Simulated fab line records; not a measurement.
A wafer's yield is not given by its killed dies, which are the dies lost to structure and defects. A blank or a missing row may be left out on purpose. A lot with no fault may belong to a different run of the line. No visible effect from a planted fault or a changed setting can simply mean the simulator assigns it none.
Lot-split experiment + flow rit-cmos + 5 lots, 23 wafers read, on a route of 202 steps

## THE SPLIT ITSELF
At RIT_ACTIVE_COAT_06 (resist thk 1000 nm), the setting spin-rpm was moved away from the recipe's 3250 rpm on 9 of the 23 wafers read, by -4.6% to +5.5%. For the rest of the wafers, this setting stayed at what the recipe calls for.

The reading is taken at the split's own step.

## THE READING
NOVOLAK_of_ACTIVE_COAT_06.thk-nm (the simulator's own value, which no gauge read), in nm, at RIT_ACTIVE_COAT_06 (resist thk 1000 nm). No usual value for it is given in the file. Across the 14 wafers here that went through the recipe, the average is 999.6 nm and the standard deviation 3.4 nm.

| wafer  | tool, chamber at the split | spin-rpm as run, rpm | against the recipe | NOVOLAK_of_ACTIVE_COAT_06.thk-nm, nm | against lot-mates on the recipe |
|--------|----------------------------|----------------------|--------------------|--------------------------------------|---------------------------------|
| L074.1 | litho-track-04, 0          | 3099                 | -4.6%              | 1028                                 | +24.3                           |
| L074.4 | litho-track-04, 0          | 3099                 | -4.6%              | 1028                                 | +24.3                           |
| L074.2 | litho-track-04, 0          | 3250                 | recipe             | 1004                                 | -                               |
| L074.3 | litho-track-04, 0          | 3250                 | recipe             | 1005                                 | -                               |
| L074.5 | litho-track-04, 0          | 3250                 | recipe             | 1002                                 | -                               |
| L080.1 | litho-track-02, 0          | 3430                 | +5.5%              | 968.1                                | -26.6                           |
| L080.2 | litho-track-02, 0          | 3430                 | +5.5%              | 967.8                                | -26.9                           |
| L080.4 | litho-track-02, 0          | 3250                 | recipe             | 995                                  | -                               |
| L080.5 | litho-track-02, 0          | 3250                 | recipe             | 995.6                                | -                               |
| L080.6 | litho-track-02, 0          | 3250                 | recipe             | 993.6                                | -                               |
| L081.1 | litho-track-03, 0          | 3250                 | recipe             | 1000                                 | -                               |
| L081.2 | litho-track-03, 0          | 3333                 | +2.6%              | 989.2                                | -12.1                           |
| L081.3 | litho-track-03, 0          | 3250                 | recipe             | 1002                                 | -                               |
| L081.5 | litho-track-03, 0          | 3250                 | recipe             | 1002                                 | -                               |
| L081.4 | litho-track-03, 0          | 3333                 | +2.6%              | 989.7                                | -11.6                           |
| L082.1 | litho-track-02, 0          | 3250                 | recipe             | 999.1                                | -                               |
| L082.3 | litho-track-02, 0          | 3250                 | recipe             | 996                                  | -                               |
| L082.6 | litho-track-02, 0          | 3250                 | recipe             | 997.8                                | -                               |
| L085.1 | litho-track-04, 0          | 3180                 | -2.2%              | 1014                                 | +13.0                           |
| L085.3 | litho-track-04, 0          | 3180                 | -2.2%              | 1013                                 | +12.0                           |
| L085.4 | litho-track-04, 0          | 3250                 | recipe             | 1001                                 | -                               |
| L085.5 | litho-track-04, 0          | 3250                 | recipe             | 1001                                 | -                               |
| L085.6 | litho-track-04, 0          | 3180                 | -2.2%              | 1010                                 | +9.0                            |

THE FIT
A straight line over all 23 wafers: NOVOLAK_of_ACTIVE_COAT_06.thk-nm changes by -5.7 nm for each +1% of spin-rpm; r = -0.98; the points scatter about the line by 3.1 nm.
The same after taking each lot's own level away (the mean of its wafers on the recipe; 23 wafers): -5 nm for each +1%; r = -1.00; scatter 1.1 nm.
Per that fit: largest spin-rpm move, reading shift of 28 nm.
Measured against the standard deviation above, the lots' own levels, which go from 994.73 to 1003.67 nm, span 2.6 times it.
Thus the slope moves with the lot-to-lot level: the two fits are different.
Check: for one of the wafers moved furthest among these (+5.5%), held out of the fit, the line's prediction against its lot-mates is -27.6 nm. Against them it came out at -26.6 nm.

## FILE'S OWN FIT
NOVOLAK_of_ACTIVE_COAT_06.thk-nm changes by -5 nm for each +1% of spin-rpm, r = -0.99.
